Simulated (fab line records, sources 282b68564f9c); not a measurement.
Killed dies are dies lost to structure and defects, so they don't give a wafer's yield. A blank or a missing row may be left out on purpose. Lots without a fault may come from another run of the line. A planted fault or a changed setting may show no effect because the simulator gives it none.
Problem report in the 8D (eight disciplines) form, filled by code | flow rit_cmos | the parts of the form that need people (team, actions taken, sign-off) are left out

1. THE PROBLEM
run_length_s at RIT_GATE_ETCH_19 reads a mean of 215.7 s on 2 wafers of 2 lots; wafers without a fault read 193.1 s with a standard deviation of 0.48. That is +47 standard deviations from the usual mean.
The step: etches poly-Si in SF6/CHF3/O2, stops on SiO2, time 165 s, target depth 312.5 nm.
First seen on wafer L519.2, day 5 02:04, on rie_si-02. The record holds 42 wafers of 14 lots with a number at this step. Rule for "out", or "out of limits": more than 4 standard deviations from the usual mean. The other wafers with a number count as sound.

2. WHAT IT IS AND WHAT IT IS NOT
question                    | is               | is not
which readings at this step | run_length_s     | O2_flow_sccm, drypump_motor_current_A, throttle_valve_pct
which lots                  | L519, L521       | L507, L509, L510, L511, L512, L513, L515, L516, L522, L526, L528, L530
which wafers of those lots  | L519.2, L521.6   | L519.1, L519.6, L521.3, L521.5
read on which tools         | rie_si-02        | rie_si-01
when                        | from day 5 02:04 | up to then (26 sound wafers); but 14 sound wafers of L521, L522, L526, L528, L530 came after

3. SUSPECTS, AND WHAT RULES EACH OUT
Counting: a tool at a process step up to the reading stays a suspect if it ran every lot that is out. Sound lots after the first of them don't rule it out here, since some wafers of a struck lot are sound.
- rie_si-02 at RIT_GATE_ETCH_19 (etches poly-Si in SF6/CHF3/O2, stops on SiO2, time 165 s, target depth 312.5 nm): kept. It ran every lot that is out, first L519 (day 5 02:04); its last sound lot up to then is L515 (day 4 08:19). Its own readings are out on those wafers: run_length_s.
- Within rie_si-02 at RIT_GATE_ETCH_19: the wafers that are out ran in chamber 0; their sound lot-mates ran in chambers 1, 2.
Left after counting: rie_si-02 at RIT_GATE_ETCH_19.

4. THE CAUSE (what the simulator had put in)
Process parameter drift: rie_si-02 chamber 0, from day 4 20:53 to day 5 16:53, at RIT_GATE_ETCH_19. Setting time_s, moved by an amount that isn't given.
Counting left only this tool.

5. THE CHAIN OF EFFECTS, in route order
Each row: a reading whose mean over the struck wafers that have a number lies more than 3 standard deviations from the usual. Only readings for which the record gives a usual standard deviation are gone through. hours: the time from each lot's start at the first step in this table that gives one to its start at this step, as a median over the lots. sigmas: the change in usual standard deviations.
hours | step             | reading        | usual      | on struck wafers | change | sigmas
0     | RIT_GATE_ETCH_19 | oes_product_au | 0.845 a.u. | 0.789            | -0.056 | -3.7
0     | RIT_GATE_ETCH_19 | run_length_s   | 193.1 s    | 215.7            | +22.6  | +47
The process steps in it:
- RIT_GATE_ETCH_19: etches poly-Si in SF6/CHF3/O2, stops on SiO2, time 165 s, target depth 312.5 nm.

6. WHAT WOULD HAVE CAUGHT IT SOONER
In this record the first reading out of limits was taken at day 5 02:04, 5 hours after the fault began at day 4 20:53.
